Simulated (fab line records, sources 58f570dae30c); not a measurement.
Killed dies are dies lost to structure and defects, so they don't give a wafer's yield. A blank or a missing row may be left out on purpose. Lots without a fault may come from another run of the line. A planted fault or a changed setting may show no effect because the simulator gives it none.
Which tool did it? | flow berkeley_cmos170 | 15 lots, 45 wafers sampled, at 1 step of a route of 331

WHAT THE GAUGES READ, wafer by wafer
The record holds no reading of a measuring or inspecting step that can be judged against a usual standard deviation.

WHICH TOOL RAN EACH LOT (tool, then ch and the chambers of the sampled wafers, then the start)
lot  | UCB170_M1_EXPOSE_06
L295 | krf_scanner-01 ch 0, day 8 03:43
L299 | krf_scanner-01 ch 0, day 8 17:55
L296 | krf_scanner-02 ch 0, day 8 18:55
L297 | krf_scanner-02 ch 0, day 8 19:52
L298 | krf_scanner-01 ch 0, day 8 20:17
L302 | krf_scanner-01 ch 0, day 9 12:44
L301 | krf_scanner-02 ch 0, day 9 13:34
L308 | krf_scanner-02, day 10 23:35
L307 | krf_scanner-01, day 10 23:49
L309 | krf_scanner-02, day 11 06:23
L312 | krf_scanner-02 ch 0, day 11 23:32
L314 | krf_scanner-01 ch 0, day 12 11:28
L313 | krf_scanner-01 ch 0, day 12 12:19
L317 | krf_scanner-01 ch 0, day 12 13:31
L318 | krf_scanner-01 ch 0, day 12 15:35
- UCB170_M1_EXPOSE_06: exposes mask METAL1, target cd 700 nm.

WHAT THE TOOLS THEMSELVES READ (means of the sampled wafers that have a number; where no wafer has one, the mark that the record gives instead)
UCB170_M1_EXPOSE_06. Usual: exposure_dose_mJ_cm2 20.991, standard deviation 0.019; focus_offset_nm 0.1 nm, standard deviation 0.5; reticle_temp_C 23.00 C, standard deviation 0.098; stage_vel_mm_s 499.98 mm/s, standard deviation 0.25.
lot  | tool           | exposure_dose_mJ_cm2 | focus_offset_nm (nm) | reticle_temp_C (C) | stage_vel_mm_s (mm/s) | flag
L295 | krf_scanner-01 | 20.991               | -0.2                 | 23.05              | 499.96                |
L299 | krf_scanner-01 | 20.989               | 0.4                  | 22.93              | 500.19                |
L296 | krf_scanner-02 | 20.973               | 0.1                  | 22.96              | 499.72                |
L297 | krf_scanner-02 | 20.994               | -0.3                 | 23.00              | 499.78                |
L298 | krf_scanner-01 | 20.994               | 0.2                  | 22.97              | 499.86                |
L302 | krf_scanner-01 | 21.013               | 0.1                  | 23.04              | 500.17                |
L301 | krf_scanner-02 | 20.977               | 0.3                  | 22.93              | 499.93                |
L308 | krf_scanner-02 | -                    | -                    | -                  | -                     | OFF
L307 | krf_scanner-01 | -                    | -                    | -                  | -                     | OFF
L309 | krf_scanner-02 | -                    | -                    | -                  | -                     | OFF
L312 | krf_scanner-02 | 20.975               | 0.1                  | 23.00              | 499.94                |
L314 | krf_scanner-01 | 21.003               | -0.2                 | 22.94              | 500.05                |
L313 | krf_scanner-01 | 21.011               | 0.6                  | 23.17              | 500.12                |
L317 | krf_scanner-01 | 21.014               | 0.0                  | 23.01              | 500.04                |
L318 | krf_scanner-01 | 20.970               | -0.4                 | 23.08              | 500.38                |

THE ANSWER, worked out from the rows above alone
Rule: a lot is off if the mean of its wafers that have a number lies more than 3 standard deviations from the usual mean. A lot without any number at a reading at which 4 lots or more have one is off too. The other lots that the step has rows for count as sound. The gauges are gone through in route order, then the tools' own readings, and for those a lot's mean is taken as printed above. The first step at which some lot is off is used, and at that step the reading that is off furthest; a lot without a number counts as furthest.
Off: L308, L307, L309, at UCB170_M1_EXPOSE_06 (exposure_dose_mJ_cm2). Without a number there: L308, L307, L309.
A tool fits if, at that step or a process step before it, it ran every lot that is off, and no sound lot after the first of them. None of those tried fits.

WHAT THE SIMULATOR HAD PUT IN
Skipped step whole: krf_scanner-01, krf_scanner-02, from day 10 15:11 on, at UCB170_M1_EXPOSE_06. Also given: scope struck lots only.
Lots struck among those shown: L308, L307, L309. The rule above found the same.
